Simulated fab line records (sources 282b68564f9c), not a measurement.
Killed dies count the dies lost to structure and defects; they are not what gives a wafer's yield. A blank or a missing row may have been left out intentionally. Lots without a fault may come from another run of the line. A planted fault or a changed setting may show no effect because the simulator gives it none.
Which tool is to blame?	flow rit-cmos	16 lots with 48 wafers sampled at 2 steps, on a route of 202 steps

WHAT THE GAUGES READ, wafer by wafer
RIT_PWELL_OVL_MEAS_06. Usual: for PWELL_OVL the level is -0.1 nm and the standard deviation is 1.3.
lot	measured	on	PWELL_OVL (nm)	flag
L422	day 2 04:47	overlay-01	-2.0 0.0 0.6	
L423	day 2 11:08	overlay-01	0.3 2.1 1.5	
L425	day 2 16:01	overlay-01	0.7 2.1 1.8	
L426	day 2 19:41	overlay-01	0.0 -1.0 -2.1	
L427	day 3 00:50	overlay-01	-0.6 -0.5 0.4	
L428	day 3 05:34	overlay-02	0.0 1.2 0.3	
L429	day 3 11:53	overlay-01	-0.5 -1.5 -1.4	
L431	day 3 23:34	overlay-01	-0.5 -1.5 0.3	
L432	day 4 02:39	overlay-01	0.7 -0.6 -0.6	
L434	day 4 15:33	overlay-02	2.1 -0.3 1.9	
L435	day 4 17:14	overlay-02	360.3 360.0 358.6	OFF
L436	day 4 21:38	overlay-02	358.3 359.2 360.1	OFF
L437	day 5 04:41	overlay-01	359.0 361.3 358.4	OFF
L438	day 5 09:49	overlay-02	362.8 362.3 362.2	OFF
L443	day 6 07:29	overlay-01	-1.1 -1.6 -2.8	
L444	day 6 14:41	overlay-01	-1.5 0.2 0.0	

WHICH TOOL RAN EACH LOT (tool, then ch and the chambers of the sampled wafers, then the start)
lot	RIT_PWELL_EXPOSE_03
L422	iline-stepper-02 ch 0, day 2 04:22
L423	iline-stepper-01 ch 0, day 2 10:42
L425	iline-stepper-01 ch 0, day 2 15:38
L426	iline-stepper-02 ch 0, day 2 19:16
L427	iline-stepper-01 ch 0, day 3 00:24
L428	iline-stepper-01 ch 0, day 3 05:08
L429	iline-stepper-02 ch 0, day 3 11:30
L431	iline-stepper-01 ch 0, day 3 23:07
L432	iline-stepper-02 ch 0, day 4 02:14
L434	iline-stepper-02 ch 0, day 4 15:07
L435	iline-stepper-02 ch 0, day 4 16:48
L436	iline-stepper-02 ch 0, day 4 21:13
L437	iline-stepper-02 ch 0, day 5 04:16
L438	iline-stepper-02 ch 0, day 5 09:23
L443	iline-stepper-01 ch 0, day 6 07:04
L444	iline-stepper-01 ch 0, day 6 14:16
- RIT_PWELL_EXPOSE_03: exposes mask M3, target cd 43700 nm.

AS READ BY THE TOOLS THEMSELVES (means over the sampled wafers that have a number; for cases with no such wafer, the mark the record gives instead)
RIT_PWELL_EXPOSE_03. Usual: reticle-temp-C at 22.98 C, with a standard deviation of 0.1.
lot	tool	reticle-temp-C (C)	flag
L422	iline-stepper-02	23.02	
L423	iline-stepper-01	23.13	
L425	iline-stepper-01	23.04	
L426	iline-stepper-02	22.94	
L427	iline-stepper-01	22.92	
L428	iline-stepper-01	22.91	
L429	iline-stepper-02	23.00	
L431	iline-stepper-01	22.82	
L432	iline-stepper-02	22.91	
L434	iline-stepper-02	22.93	
L435	iline-stepper-02	22.96	
L436	iline-stepper-02	23.16	
L437	iline-stepper-02	23.07	
L438	iline-stepper-02	23.06	
L443	iline-stepper-01	23.03	
L444	iline-stepper-01	23.15	

THE ANSWER, worked out from the rows above alone
Rule: lot off if the mean of its wafers having a number is beyond 3 standard deviations from the usual mean. Also off: a lot with no number at a reading for which 4 or more lots have one. Where the step has rows for the other lots, those lots are counted as sound. The gauges are gone through in route order, then the tools' own readings, and for those a lot's mean is taken as printed above. At the first step where some lot is off, the reading lying furthest off is the one used; lots without a number count as furthest.
Off: L435, L436, L437, L438, at RIT_PWELL_OVL_MEAS_06 (PWELL_OVL).
A tool fits if, at a process step before that reading, it ran every lot that is off, and no sound lot after the first of them. The gauges at RIT_PWELL_OVL_MEAS_06 are tried like those tools. One fits: iline-stepper-02 at RIT_PWELL_EXPOSE_03. A fault onset in the window from L434 (day 4 15:07, its last sound lot) to L435 (day 4 16:48, its first lot off) fits.

WHAT WAS PUT IN BY THE SIMULATOR
Scanner matching overlay: iline-stepper-02, from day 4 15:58 on, at RIT_PWELL_EXPOSE_03. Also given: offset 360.
Shown lots that were struck: L435, L436, L437, L438. The same result came from the rule above.
